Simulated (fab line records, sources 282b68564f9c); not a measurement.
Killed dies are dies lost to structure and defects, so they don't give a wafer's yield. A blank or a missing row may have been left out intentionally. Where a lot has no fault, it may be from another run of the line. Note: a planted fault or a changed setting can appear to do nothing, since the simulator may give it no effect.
Which of the tools did it? / flow ritCmos / Sampling: 7 lots, 20 wafers, 2 of 202 route steps

## WHAT THE GAUGES READ, wafer by wafer
RIT_ACTIVE_CD_MEAS_11: the cd target is 1400 nm.
lot=L197; measured=day 1 19:26; on=cdSem-01; cdNm (nm)=1401.8 1399.9 1401.6
lot=L200; measured=day 2 11:08; on=cdSem-02; cdNm (nm)=1400.8 1401.3 1401.1
lot=L202; measured=day 2 20:44; on=cdSem-02; cdNm (nm)=1400.6 1397.9 1398.7
lot=L207; measured=day 4 00:43; on=cdSem-01; cdNm (nm)=1401.0 1400.9 1400.2
lot=L210; measured=day 4 13:53; on=cdSem-01; cdNm (nm)=1387.5 1392.5
lot=L217; measured=day 6 00:29; on=cdSem-01; cdNm (nm)=1402.1 1399.9 1401.6
lot=L219; measured=day 6 09:43; on=cdSem-01; cdNm (nm)=1395.7 1399.9 1400.0

## WHAT TOOL EACH LOT RAN ON (gives the tool, then ch and the chambers of the sampled wafers, and finally the start)
lot=L197; RIT_ACTIVE_EXPOSE_08=ilineStepper-02 ch 0, day 1 19:02
lot=L200; RIT_ACTIVE_EXPOSE_08=ilineStepper-01 ch 0, day 2 10:41
lot=L202; RIT_ACTIVE_EXPOSE_08=ilineStepper-01 ch 0, day 2 20:21
lot=L207; RIT_ACTIVE_EXPOSE_08=ilineStepper-01 ch 0, day 4 00:19
lot=L210; RIT_ACTIVE_EXPOSE_08=ilineStepper-01 ch 0, day 4 13:29
lot=L217; RIT_ACTIVE_EXPOSE_08=ilineStepper-02 ch 0, day 6 00:05
lot=L219; RIT_ACTIVE_EXPOSE_08=ilineStepper-02 ch 0, day 6 09:19
- RIT_ACTIVE_EXPOSE_08: exposes mask M1, target cd 1400 nm.

## THE ANSWER, worked out from the rows above alone
Rule: the lots themselves supply what counts as usual. The widest of any qualifying gaps counts: lots, ordered by their means at a reading, are off when they make up no more than a third of the lots, leave a main group of 4 or more, and stand apart from it by 3 or more times the standard deviation of that group's means. A main group is skipped when, at the precision printed for the reading in the tables above, its means are all equal. A lot without any number at a reading at which 4 lots or more have one is off too. Where the step has rows for the other lots, those lots are counted as sound.
Off at RIT_ACTIVE_CD_MEAS_11 (cdNm): L210. Main group: mean 1400.3 nm, sd 1.1.
If a tool, at a process step before that reading, ran all the lots that are off and no sound lot after the first of them, it fits. Those tools and the gauges at RIT_ACTIVE_CD_MEAS_11 are tried in the same way. One fits: ilineStepper-01 at RIT_ACTIVE_EXPOSE_08. Its last sound lot is L207 (day 4 00:19), its first lot that is off L210 (day 4 13:29): a fault that began between those two fits.

## WHAT THE SIMULATOR HAD INSERTED
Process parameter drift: ilineStepper-01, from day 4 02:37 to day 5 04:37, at RIT_ACTIVE_EXPOSE_08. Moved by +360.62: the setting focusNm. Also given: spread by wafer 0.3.
Lots struck among those shown: L210. The same result came from the rule above.
